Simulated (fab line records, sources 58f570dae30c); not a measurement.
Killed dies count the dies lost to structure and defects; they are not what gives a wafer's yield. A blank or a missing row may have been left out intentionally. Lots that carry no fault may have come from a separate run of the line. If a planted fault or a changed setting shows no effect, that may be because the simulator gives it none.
fab line records	flow berkeley-cmos170
record: lots: 14	wafers: 42	last-day: 13
route steps=331 shown FIELD@96 NVT@112 PVT@123 M2@288
lots with no fault: from the same line, run without faults
start-h: start of the lot's first displayed wafer, in hours after the record's first day	wait-h: how many hours have passed since the lot's step before this one	" the same as in the row above	L1.1+2: a row that stands for several wafers	- no value, or no start given	* or withheld: withheld	< > ~ a bound
route shown NAME@n: names a module that has steps shown in the file, with the first one's number in the route	usual: mean/standard deviation taken from wafers without a fault	same: alike in all rows	chamber/n: place in a boat	sites: each site's reading	_std_site: the standard deviation of these	_edge_site: outer sites' mean less inner sites'	radius-mm: for every site, how far away it sits from the centre of the wafer	mask NAME#n: copy n	behind: the most recent tool/chamber to have shaped the wafer	hold: reason for holding the lot/hours on hold/outcome of the hold	device: the n, p or np transistor that did not switch	end of line: tests run on the same wafers once the route is complete	for a step that has no rows: nothing shown but its recipe	killed: count of dies lost to structure and defects at first sort (not the wafer's yield)	map: per-die view of a wafer (x killed, . not killed, _ where there is no die)
set.NAME: setting as actually run; set.NAME@STEP: the setting as run at that earlier step	model.NAME: the simulator's own value behind a step, which no gauge read
one table for each step of the route and one row for each wafer, over a sample of lots
services: the hour from which a tool's chamber was out of use, counted from the record's first day as start-h (under 0 if before that day), plus the number of hours and why
== steps ==
step: UCB170_FIELD_THK_MEAS_90
recipe: reads: SiO2_of_FIELD_OXIDATION_01
usual: FIELD_OXIDE_LEFT_1_THK: 446/9.3
lot.wafer	tool	chamber	start-h	wait-h	FIELD_OXIDE_LEFT_1_THK[nm]
L942.1	film-metro-01	-	116.28	0.0	439
L942.2	"	-	"	"	438
L942.3	"	-	"	"	442
L944.2	film-metro-04	-	128.98	0.0	446
L944.3	"	-	"	"	449
L944.4	"	-	"	"	442
L945.1	film-metro-01	-	143.69	0.0	442
L945.2	"	-	"	"	448
L945.4	"	-	"	"	440
L947.1	film-metro-04	-	143.69	0.0	445
L947.4	"	-	"	"	440
L947.6	"	-	"	"	442
L946.1	film-metro-01	-	143.75	0.1	432
L946.2	"	-	"	"	437
L946.5	"	-	"	"	439
L949.1	film-metro-04	-	155.72	0.0	455
L949.2	"	-	"	"	458
L949.3	"	-	"	"	460
L950.3	film-metro-03	-	155.74	0.0	457
L950.5	"	-	"	"	451
L950.6	"	-	"	"	457
L952.3	film-metro-03	-	175.37	0.0	448
L952.4	"	-	"	"	431
L952.5	"	-	"	"	436
L956.2	film-metro-03	-	204.78	0.0	439
L956.3	"	-	"	"	438
L956.4	"	-	"	"	432
L960.3	film-metro-03	-	212.26	0.0	439
L960.4	"	-	"	"	438
L960.5	"	-	"	"	438
L958.1	film-metro-03	-	212.30	0.1	444
L958.2	"	-	"	"	451
L958.6	"	-	"	"	451
L962.1	film-metro-03	-	227.99	0.0	441
L962.3	"	-	"	"	442
L962.5	"	-	"	"	442
L961.1	film-metro-04	-	228.03	0.0	459
L961.2	"	-	"	"	450
L961.3	"	-	"	"	455
L963.1	film-metro-03	-	242.73	0.0	460
L963.4	"	-	"	"	450
L963.5	"	-	"	"	449
step: UCB170_NVT_STRIP_08
recipe: chemistry: O2	power-w: 400	pressure-mtorr: 3500	platen-temp-c: withheld	o2-flow-sccm: 400	overash-fraction: 0.5
usual: drypump-motor-current-A: 5.7/0.53	o2-flow-sccm: 400.0/1.2	oes-product-au: 0.734/0.0047	strip-time-to-endpoint-s: 21.65/0.059
lot.wafer	tool	chamber	start-h	wait-h	drypump-motor-current-A	o2-flow-sccm	oes-product-au	rf-hours-counter-h	strip-time-to-endpoint-s
L942.1	plasma-asher-02	1	134.49	0.1	5.3	397.9	0.736	44	21.69
L942.2	"	0	"	"	6.4	399.8	0.739	44	21.73
L942.3	"	1	"	"	5.3	399.0	0.732	-	21.69
L944.2	plasma-asher-01	1	149.08	0.1	6.3	398.9	0.739	36	21.61
L944.3	"	0	"	"	5.1	398.9	0.736	-	21.65
L944.4	"	1	"	"	6.3	400.5	0.726	-	21.60
L946.1	plasma-asher-01	1	164.87	0.1	6.2	400.3	0.731	37	21.63
L946.2	"	0	"	"	5.1	402.1	0.730	37	21.60
L946.5	"	0	"	"	5.1	398.8	0.726	-	21.62
L945.1	plasma-asher-02	1	164.92	0.1	5.3	402.4	0.730	46	21.76
L945.2	"	0	"	"	6.3	398.8	0.726	46	21.78
L945.4	"	1	"	"	5.3	401.5	0.730	-	21.61
L947.1	plasma-asher-04	0	165.04	0.1	5.9	400.0	0.742	5	21.60
L947.4	"	0	"	"	5.9	399.4	0.733	-	21.54
L947.6	"	1	"	"	5.3	398.8	0.730	-	21.59
L949.1	plasma-asher-01	1	181.06	0.1	6.2	401.4	0.730	38	21.74
L949.2	"	0	"	"	5.1	401.6	0.735	38	21.66
L949.3	"	0	"	"	5.1	402.0	0.733	-	21.77
L950.3	plasma-asher-04	1	181.25	0.1	5.3	400.6	0.738	-	21.66
L950.5	"	1	"	"	5.3	401.3	0.731	-	21.70
L950.6	"	0	"	"	5.9	399.7	0.733	-	21.67
L952.3	plasma-asher-02	0	203.87	0.1	6.4	399.8	0.733	-	21.58
L952.4	"	1	"	"	5.3	400.4	0.734	-	21.62
L952.5	"	0	"	"	6.3	399.2	0.734	-	21.59
L956.2	plasma-asher-01	0	224.29	0.1	5.1	398.3	0.734	42	21.67
L956.3	"	0	"	"	5.1	399.9	0.730	-	21.73
L956.4	"	1	"	"	6.3	398.6	0.736	-	21.72
L958.1	plasma-asher-02	0	232.97	0.1	6.3	399.8	0.740	53	21.67
L958.2	"	1	"	"	5.2	399.5	0.738	53	21.68
L958.6	"	1	"	"	5.3	401.7	0.739	-	21.61
L960.3	plasma-asher-02	1	233.14	0.1	5.3	399.7	0.729	-	21.64
L960.4	"	0	"	"	6.3	400.8	0.742	-	21.68
L960.5	"	1	"	"	5.3	401.5	0.726	-	21.63
L962.1	plasma-asher-01	0	245.97	0.1	5.1	399.9	0.731	44	21.67
L962.3	"	1	"	"	6.2	398.7	0.727	-	21.67
L962.5	"	0	"	"	5.1	397.9	0.739	-	21.67
L961.1	plasma-asher-02	1	246.18	0.1	5.3	399.0	0.738	54	21.60
L961.2	"	0	"	"	6.3	400.9	0.738	54	21.66
L961.3	"	0	"	"	6.3	400.3	0.736	-	21.63
L963.1	plasma-asher-04	1	259.72	0.1	5.3	400.6	0.742	15	21.65
L963.4	"	0	"	"	6.0	398.9	0.733	-	21.65
L963.5	"	0	"	"	6.0	399.0	0.735	-	21.62
step: UCB170_PVT_STRIP_08
recipe: chemistry: O2	power-w: 400	pressure-mtorr: 3500	platen-temp-c: withheld	o2-flow-sccm: 400	overash-fraction: 0.5
usual: drypump-motor-current-A: 5.6/0.53	o2-flow-sccm: 400.0/1.3	oes-product-au: 0.734/0.0047	strip-time-to-endpoint-s: 21.66/0.067
lot.wafer	tool	chamber	start-h	wait-h	drypump-motor-current-A	o2-flow-sccm	oes-product-au	rf-hours-counter-h	strip-time-to-endpoint-s
L942.1	plasma-asher-03	1	136.04	0.1	4.8	398.7	0.745	40	21.65
L942.2	"	0	"	"	6.0	401.9	0.735	40	21.67
L942.3	"	0	"	"	6.0	401.0	0.736	-	21.69
L944.2	plasma-asher-02	1	151.65	0.1	5.3	400.2	0.731	45	21.69
L944.3	"	1	"	"	5.3	400.8	0.740	-	21.68
L944.4	"	0	"	"	6.4	398.7	0.737	-	21.67
L946.1	plasma-asher-04	1	166.65	0.1	5.3	399.7	0.744	6	21.77
L946.2	"	0	"	"	6.0	399.7	0.728	6	21.72
L946.5	"	0	"	"	6.0	399.4	0.737	-	21.77
L945.1	plasma-asher-03	1	166.78	0.1	4.8	400.1	0.736	43	21.71
L945.2	"	0	"	"	6.1	399.6	0.731	43	21.71
L945.4	"	1	"	"	4.9	399.8	0.741	-	21.71
L947.1	plasma-asher-02	1	166.92	0.1	5.2	400.4	0.742	47	21.67
L947.4	"	0	"	"	6.4	399.5	0.740	-	21.77
L947.6	"	0	"	"	6.4	398.9	0.736	-	21.63
L949.1	plasma-asher-03	1	182.61	0.1	4.8	400.9	0.735	44	21.71
L949.2	"	0	"	"	6.0	402.4	0.734	44	21.63
L949.3	"	0	"	"	6.0	399.8	0.742	-	21.66
L950.3	plasma-asher-04	0	182.88	0.1	6.0	399.7	0.730	-	21.57
L950.5	"	1	"	"	5.3	401.1	0.735	-	21.58
L950.6	"	0	"	"	6.0	400.8	0.734	-	21.60
L952.3	plasma-asher-02	0	205.65	0.1	6.3	400.3	0.731	-	21.65
L952.4	"	1	"	"	5.3	398.5	0.734	-	21.56
L952.5	"	0	"	"	6.4	401.5	0.728	-	21.63
L956.2	plasma-asher-04	0	226.60	0.1	6.0	401.1	0.731	11	21.60
L956.3	"	0	"	"	6.0	401.3	0.728	-	21.66
L956.4	"	1	"	"	5.3	398.2	0.732	-	21.61
L960.3	plasma-asher-04	1	237.03	0.1	5.3	401.4	0.734	-	21.62
L960.4	"	0	"	"	5.9	398.1	0.729	-	21.59
L960.5	"	1	"	"	5.3	398.6	0.733	-	21.66
L958.1	plasma-asher-04	0	237.10	0.1	5.9	398.0	0.729	13	21.62
L958.2	"	1	"	"	5.3	398.9	0.740	13	21.62
L958.6	"	1	"	"	5.3	398.1	0.738	-	21.53
L962.1	plasma-asher-02	1	247.48	0.1	5.3	400.0	0.733	54	21.67
L962.3	"	0	"	"	6.4	400.9	0.736	-	21.61
L962.5	"	1	"	"	5.3	399.4	0.731	-	21.65
L961.1	plasma-asher-03	0	247.70	0.1	6.0	400.7	0.727	50	21.67
L961.2	"	1	"	"	4.8	399.0	0.734	50	21.63
L961.3	"	0	"	"	6.1	398.9	0.738	-	21.61
L963.1	plasma-asher-02	1	262.65	0.1	5.3	402.1	0.732	56	21.78
L963.4	"	0	"	"	6.4	399.7	0.730	-	21.73
L963.5	"	1	"	"	5.3	403.2	0.740	-	21.66
step: UCB170_M2_ETCH_17
recipe: chemistry: N2/H2	target-depth-a: withheld	overetch-a: withheld	target: BARC	time-s: withheld	source-w: 500	bias-w: 101.7	pressure-mtorr: 30	n2-flow-sccm: 100	h2-flow-sccm: 200
usual: bias-w: 101.7/0.31	chamber-pressure-mTorr: 30.001/0.027	drypump-motor-current-A: 5.6/0.56	oes-product-au: 1.003/0.016	throttle-valve-pct: 13.25/0.2
lot.wafer	tool	chamber	start-h	wait-h	bias-w	chamber-pressure-mTorr	drypump-motor-current-A	oes-product-au	throttle-valve-pct
L942.1	rie-diel-01	0	187.51	0.0	101.9	29.955	5.2	0.988	12.95
L942.2	"	1	"	"	101.5	30.021	5.2	1.004	13.06
L942.3	"	3	"	"	101.3	29.975	5.1	0.999	13.22
L944.2	rie-diel-01	3	211.34	0.0	101.5	30.013	5.1	0.990	13.21
L944.3	"	1	"	"	101.9	29.998	5.2	1.020	13.07
L944.4	"	2	"	"	101.8	29.943	5.5	0.957	13.50
L947.1	rie-diel-04	2	224.57	0.0	101.9	30.000	5.8	1.028	13.26
L947.4	"	1	"	"	101.5	30.026	6.6	1.019	12.95
L947.6	"	2	"	"	101.3	29.999	5.8	1.029	13.26
L946.1	rie-diel-01	3	225.99	0.0	101.9	30.017	5.1	0.992	13.22
L946.2	"	1	"	"	101.2	30.008	5.2	1.020	13.05
L946.5	"	2	"	"	101.6	29.995	5.5	0.964	13.49
L945.1	rie-diel-04	0	229.08	0.0	101.5	30.020	5.9	0.993	13.09
L945.2	"	2	"	"	101.3	30.008	5.8	1.015	13.29
L945.4	"	1	"	"	102.1	29.972	6.6	1.008	12.96
L949.1	rie-diel-01	0	229.32	0.0	101.2	30.006	5.2	0.998	12.94
L949.2	"	1	"	"	101.2	30.059	5.2	1.020	13.08
L949.3	"	2	"	"	101.5	30.011	5.5	0.975	13.51
L950.3	rie-diel-04	1	229.92	0.0	-	-	-	-	-
L950.5	"	1	"	"	-	-	-	-	-
L950.6	"	0	"	"	-	-	-	-	-
L952.3	rie-diel-01	2	256.61	0.0	-	-	-	-	-
L952.4	"	3	"	"	-	-	-	-	-
L952.5	"	2	"	"	-	-	-	-	-
L956.2	rie-diel-04	2	275.62	0.0	101.8	29.973	5.8	1.014	13.28
L956.3	"	0	"	"	101.0	30.049	5.9	0.996	13.11
L956.4	"	1	"	"	101.8	30.019	6.6	1.013	12.96
L960.3	rie-diel-04	2	291.08	0.0	101.6	30.008	5.7	1.007	13.26
L960.4	"	3	"	"	101.7	29.992	4.9	1.016	13.51
L960.5	"	2	"	"	101.4	30.016	5.8	1.016	13.28
L958.1	rie-diel-03	2	291.35	0.0	101.7	30.011	4.9	1.011	13.32
L958.2	"	3	"	"	101.8	30.038	6.2	0.974	13.25
L958.6	"	2	"	"	101.5	30.018	4.9	1.006	13.31
L961.1	rie-diel-04	0	295.60	0.0	101.9	30.012	6.0	0.994	13.10
L961.2	"	1	"	"	102.0	30.004	6.6	1.017	12.95
L961.3	"	3	"	"	101.6	30.041	4.9	1.021	13.52
L962.1	rie-diel-01	0	295.87	0.0	102.3	30.012	5.2	1.005	12.94
L962.3	"	2	"	"	101.7	30.018	5.5	0.983	13.49
L962.5	"	2	"	"	101.9	30.004	5.5	0.983	13.49
L963.1	rie-diel-01	0	310.37	0.0	101.4	29.981	5.2	0.996	12.95
L963.4	"	3	"	"	101.9	30.007	5.1	1.008	13.22
L963.5	"	1	"	"	101.3	30.055	5.2	1.027	13.06
step: UCB170_M2_METAL_ETCH_18
recipe: chemistry: Cl2/BCl3	target: Al	stop-on: SiO2	pressure-mtorr: 12	target-depth-a: 11700	over-etch-frac: 0.3	time-s: 195	icp-w: 600	bias-w: 120	Cl2_flow_sccm: 90	bcl3-flow-sccm: 45
usual: bcl3-flow-sccm: 45.00/0.13	bias-w: 120.0/0.32	drypump-motor-current-A: 5.7/0.43	oes-product-au: 0.862/0.013	throttle-valve-pct: 24.40/0.28
lot.wafer	tool	chamber	start-h	wait-h	bcl3-flow-sccm	bias-w	drypump-motor-current-A	oes-product-au	rf-hours-counter-h	throttle-valve-pct
L942.1	rie-metal-02	0	187.55	-	45.16	120.2	5.1	0.847	7	24.75
L942.2	"	1	"	"	45.17	120.0	5.6	0.850	4	23.95
L942.3	"	1	"	"	45.10	120.6	5.6	0.858	-	23.95
L944.2	rie-metal-01	0	211.38	-	45.05	119.8	6.4	0.852	1	24.45
L944.3	"	0	"	"	44.79	120.3	6.4	0.841	-	24.47
L944.4	"	1	"	"	44.94	119.7	5.6	0.858	-	24.65
L947.1	rie-metal-01	1	224.61	-	45.10	119.7	5.6	0.875	11	24.64
L947.4	"	0	"	"	45.08	119.8	6.4	0.852	-	24.45
L947.6	"	0	"	"	44.92	119.7	6.4	0.863	-	24.47
L946.1	rie-metal-03	1	226.03	-	45.07	120.0	5.8	0.880	9	24.37
L946.2	"	0	"	"	44.94	120.3	6.2	0.872	11	24.14
L946.5	"	1	"	"	45.14	120.2	5.8	0.885	-	24.37
L945.1	rie-metal-02	0	229.12	-	45.12	119.9	5.1	0.851	8	24.73
L945.2	"	1	"	"	44.90	119.8	5.6	0.859	5	23.95
L945.4	"	0	"	"	45.11	120.2	5.1	0.842	-	24.73
L949.1	rie-metal-01	0	229.36	-	44.91	120.3	6.4	0.855	1	24.45
L949.2	"	1	"	"	44.98	120.2	5.5	0.875	11	24.66
L949.3	"	1	"	"	45.08	119.7	5.6	0.871	-	24.65
L950.3	rie-metal-02	0	230.03	-	44.93	119.8	5.1	0.363	-	24.96
L950.5	"	0	"	"	44.86	119.6	5.1	0.362	-	24.98
L950.6	"	1	"	"	45.02	119.3	5.6	0.374	-	24.18
L952.3	rie-metal-01	0	256.72	-	45.04	120.4	6.4	0.374	-	24.69
L952.4	"	1	"	"	44.93	120.2	5.6	0.376	-	24.91
L952.5	"	0	"	"	44.85	120.1	6.4	0.368	-	24.69
L956.2	rie-metal-02	1	275.67	-	44.91	120.4	5.6	0.869	6	23.92
L956.3	"	0	"	"	44.81	120.1	5.1	0.852	-	24.72
L956.4	"	1	"	"	45.18	119.8	5.6	0.860	-	23.95
L960.3	rie-metal-02	1	291.18	-	44.75	120.2	5.6	0.860	-	23.93
L960.4	"	0	"	"	45.09	120.0	5.1	0.856	-	24.73
L960.5	"	1	"	"	44.86	120.1	5.6	0.870	-	23.93
L958.1	rie-metal-03	0	291.39	-	44.99	120.0	6.2	0.860	13	24.16
L958.2	"	1	"	"	44.96	120.5	5.8	0.873	11	24.37
L958.6	"	0	"	"	45.16	119.8	6.2	0.853	-	24.16
L961.1	rie-metal-01	0	295.64	-	45.10	119.6	6.4	0.861	3	24.47
L961.2	"	1	"	"	44.97	119.8	5.5	0.881	13	24.65
L961.3	"	0	"	"	45.07	120.1	6.4	0.858	-	24.46
L962.1	rie-metal-02	1	295.91	-	45.04	120.3	5.6	0.859	7	23.94
L962.3	"	1	"	"	44.91	120.2	5.6	0.860	-	23.93
L962.5	"	1	"	"	45.02	119.6	5.6	0.852	-	23.95
L963.1	rie-metal-02	1	310.41	-	45.15	120.0	5.6	0.864	7	23.95
L963.4	"	0	"	"	45.03	119.8	5.1	0.846	-	24.71
L963.5	"	1	"	"	45.21	119.7	5.6	0.868	-	23.94
step: UCB170_M2_CD_MEAS_90
recipe: target-cd-nm: 700
usual: cd-nm: 699.5/2.8
lot.wafer	tool	chamber	start-h	wait-h	cd-nm
L942.1	cd-sem-02	-	187.84	0.1	698.7
L942.2	"	-	"	"	699.7
L942.3	"	-	"	"	697.2
L944.2	cd-sem-02	-	211.69	0.1	695.2
L944.3	"	-	"	"	699.2
L944.4	"	-	"	"	695.9
L947.1	cd-sem-02	-	224.90	0.1	700.1
L947.4	"	-	"	"	699.8
L947.6	"	-	"	"	700.4
L946.1	cd-sem-02	-	226.32	0.1	692.1
L946.2	"	-	"	"	697.8
L946.5	"	-	"	"	694.1
L945.1	cd-sem-02	-	229.41	0.1	701.1
L945.2	"	-	"	"	701.2
L945.4	"	-	"	"	702.2
L949.1	cd-sem-02	-	229.65	0.1	699.1
L949.2	"	-	"	"	696.0
L949.3	"	-	"	"	697.9
L950.3	cd-sem-01	-	230.29	0.1	-
L950.5	"	-	"	"	-
L950.6	"	-	"	"	-
L952.3	cd-sem-02	-	256.98	0.1	-
L952.4	"	-	"	"	-
L952.5	"	-	"	"	-
L956.2	cd-sem-01	-	275.97	0.1	701.1
L956.3	"	-	"	"	698.8
L956.4	"	-	"	"	704.3
L960.3	cd-sem-01	-	291.45	0.1	699.3
L960.4	"	-	"	"	696.9
L960.5	"	-	"	"	698.4
L958.1	cd-sem-02	-	291.68	0.1	695.3
L958.2	"	-	"	"	701.3
L958.6	"	-	"	"	699.0
L961.1	cd-sem-02	-	295.93	0.1	702.4
L961.2	"	-	"	"	703.4
L961.3	"	-	"	"	700.1
L962.1	cd-sem-02	-	296.20	0.1	703.7
L962.3	"	-	"	"	701.1
L962.5	"	-	"	"	700.9
L963.1	cd-sem-01	-	310.70	0.1	701.0
L963.4	"	-	"	"	701.9
L963.5	"	-	"	"	704.0
== services ==
tool	chamber	start-h	hours	kind
plasma-asher-04	0	117.84	-	clean
plasma-asher-04	1	117.84	-	clean
plasma-asher-01	-	118.04	0.7	repair
plasma-asher-01	-	120.53	2.8	pm
rie-diel-04	3	136.94	-	clean
rie-diel-04	3	136.94	19.4	scheduled-down
rie-diel-04	3	136.94	19.4	vent-cycle
rie-diel-03	3	138.91	5.0	repair
rie-metal-03	-	147.25	4.3	pm
rie-metal-01	-	154.20	1.4	pm
rie-metal-01	0	161.20	-	clean
rie-metal-01	0	161.20	14.1	scheduled-down
rie-metal-01	0	161.20	14.1	vent-cycle
rie-diel-01	-	174.31	0.5	repair
rie-diel-04	1	198.96	10.0	repair
plasma-asher-03	-	209.78	1.6	repair
rie-diel-03	3	229.84	-	clean
rie-metal-03	0	230.88	3.7	repair
rie-diel-03	2	231.76	6.3	repair
rie-diel-01	1	253.43	55.4	repair
rie-metal-02	-	266.59	2.8	pm
rie-metal-03	-	274.08	1.8	repair
rie-diel-01	-	289.13	3.2	repair
rie-diel-03	1	306.54	1.3	repair
== key ==
first-sign: step: UCB170_M2_ETCH_17	reading: tool-record	direction: missing
effect: step: UCB170_M2_METAL_ETCH_18	reading: oes-product-au	direction: down	sigmas: 38	usual: 0.862	struck: 0.370
effect: step: UCB170_M2_CD_MEAS_90	reading: cd-nm	direction: missing
met-at UCB170_M2_ETCH_17
struck-lots L950,L952
later-rows-left-out L950.3,L950.5,L950.6,L952.3,L952.4,L952.5
sort-left-out L950.3,L950.5,L950.6,L952.3,L952.4,L952.5
tester-left-out L952
not-acting-at UCB170_FIELD_THK_MEAS_90,UCB170_NVT_STRIP_08,UCB170_PVT_STRIP_08
onset-between 229.32 229.92
earlier-fault: kind: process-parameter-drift	tool: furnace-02	chamber: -	onset-h: 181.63	steps: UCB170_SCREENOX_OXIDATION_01	channel: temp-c	offset: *	shape: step	end-h: 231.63	acts-in: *	stated: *
fault: kind: skipped-step-whole	tool: rie-diel-01,rie-diel-04	chamber: -	onset-h: 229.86	steps: UCB170_M2_ETCH_17	scope: struck-lots-only
tester-left-out: of these lots the tester's yield and bins aren't shown, on N5 and GAA mostly nor the transistor test; their killed dies are dies lost to structure and defects alone, not to doping, threshold or leakage, so they don't give the yield
sort-left-out: the simulated sort isn't trusted on such a fault, so these wafers' sort isn't shown, and their yield isn't known
later-rows-left-out: the simulator's readings of these wafers behind a module that went badly wrong aren't trusted and aren't shown, but for the sort
